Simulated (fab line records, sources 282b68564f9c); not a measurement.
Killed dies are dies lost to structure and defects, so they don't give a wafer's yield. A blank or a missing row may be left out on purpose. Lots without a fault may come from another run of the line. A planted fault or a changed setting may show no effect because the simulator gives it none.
A struck lot beside a sound one | flow rit_cmos | 15 steps out of a route of 202
Sound: wafers L483.1, L483.2, L483.6. Struck: wafers L489.2, L489.4, L489.5. The cause comes at the end.
At each step with rows: each side's tool, then ch and its chambers, then its first start. Under that, the readings that differ: sound wafers | struck wafers | difference of the means | sigmas: that difference in standard deviations of wafers without a fault.
alike: readings whose means differ by less than 2 such deviations, and words and numbers that are the same on both sides. not compared: withheld readings, readings that some wafer has no value for, bounds like >300 that may hide the same value, and numbers for which the record gives no deviation and whose values overlap.
The two part at a step that has a row with sigmas, a row that says differs or no value, or rows on one side only. Numbers that don't overlap but have no deviation are shown without sigmas and don't part them. A reading that every wafer of one side lacks parts them only if that side has two wafers or more.

first, 3 steps without rows for these wafers: RIT_SPACER_CLEAN_01 (cleans in dHF, time 30 s); RIT_SPACER_CLEAN_02 (cleans in SC2, time 600 s); RIT_SPACER_CVD_03 (deposits Si3N4 from SiH2Cl2/NH3, target thk 250 nm, time 3300 s).
RIT_SPACER_THK_MEAS_04:
  sound on film_metro-01, day 4 18:52; struck on film_metro-01, day 6 01:11
  alike: SPACER_NITRIDE_THK
RIT_SPACER_ETCHBACK_05: etches Si3N4 in SF6/CHF3, stops on SiO2, target depth 250 nm, time 240 s.
  sound on rie_diel-04 ch 2,3, day 4 18:56; struck on rie_diel-03 ch 2,3, day 6 01:14
  alike: drypump_motor_current_A, oes_product_au, throttle_valve_pct
  not compared: rf_hours_counter_h
then, 6 steps without rows for these wafers: RIT_NSD_HMDS_00 (prime time 60 s); RIT_NSD_COAT_01 (resist thk 1000 nm); RIT_NSD_SOFTBAKE_02 (time 60 s); RIT_NSD_EXPOSE_03 (exposes mask M9, target cd 40700 nm); RIT_NSD_PEB_04; RIT_NSD_DEVELOP_05 (develop time 50 s).
RIT_NSD_OVL_MEAS_06:
  sound on overlay-02, day 4 19:56; struck on overlay-02, day 6 02:22
  reading      | sound          | struck      | difference | sigmas
  NSD_OVL (nm) | -1.1 -1.4 -1.5 | 1.3 0.6 2.4 | +2.8       | +2
RIT_NSD_HARDBAKE_07: time 60 s.
  sound on litho_track-04 ch 0, day 4 20:12; struck on litho_track-03 ch 0, day 6 02:25
  reading                                  | sound                | struck               | difference | sigmas
  heater_power_total_W (W)                 | 62.46 62.48 62.58    | 60.01 59.92 60.11    | -2.49      | -50
  plate_temp_C (C)                         | 140.15 139.86 140.01 | 135.65 135.70 135.64 | -4.34      | -29
  model.NOVOLAK_of_NSD_COAT_01.thk_nm (nm) | 881.4 880.1 882.4    | 890.4 890.9 890.2    | +9.2       |
then, 1 step without rows for these wafers: RIT_NSD_IMPLANT_08.
RIT_M1_PROBE_99:
  the record has rows for the struck wafers here (prober-01, day 6 12:32) and none for the sound ones

WHERE THEY PART
First at RIT_NSD_OVL_MEAS_06; last, within this record, at RIT_M1_PROBE_99.

WHY: what the simulator had put in
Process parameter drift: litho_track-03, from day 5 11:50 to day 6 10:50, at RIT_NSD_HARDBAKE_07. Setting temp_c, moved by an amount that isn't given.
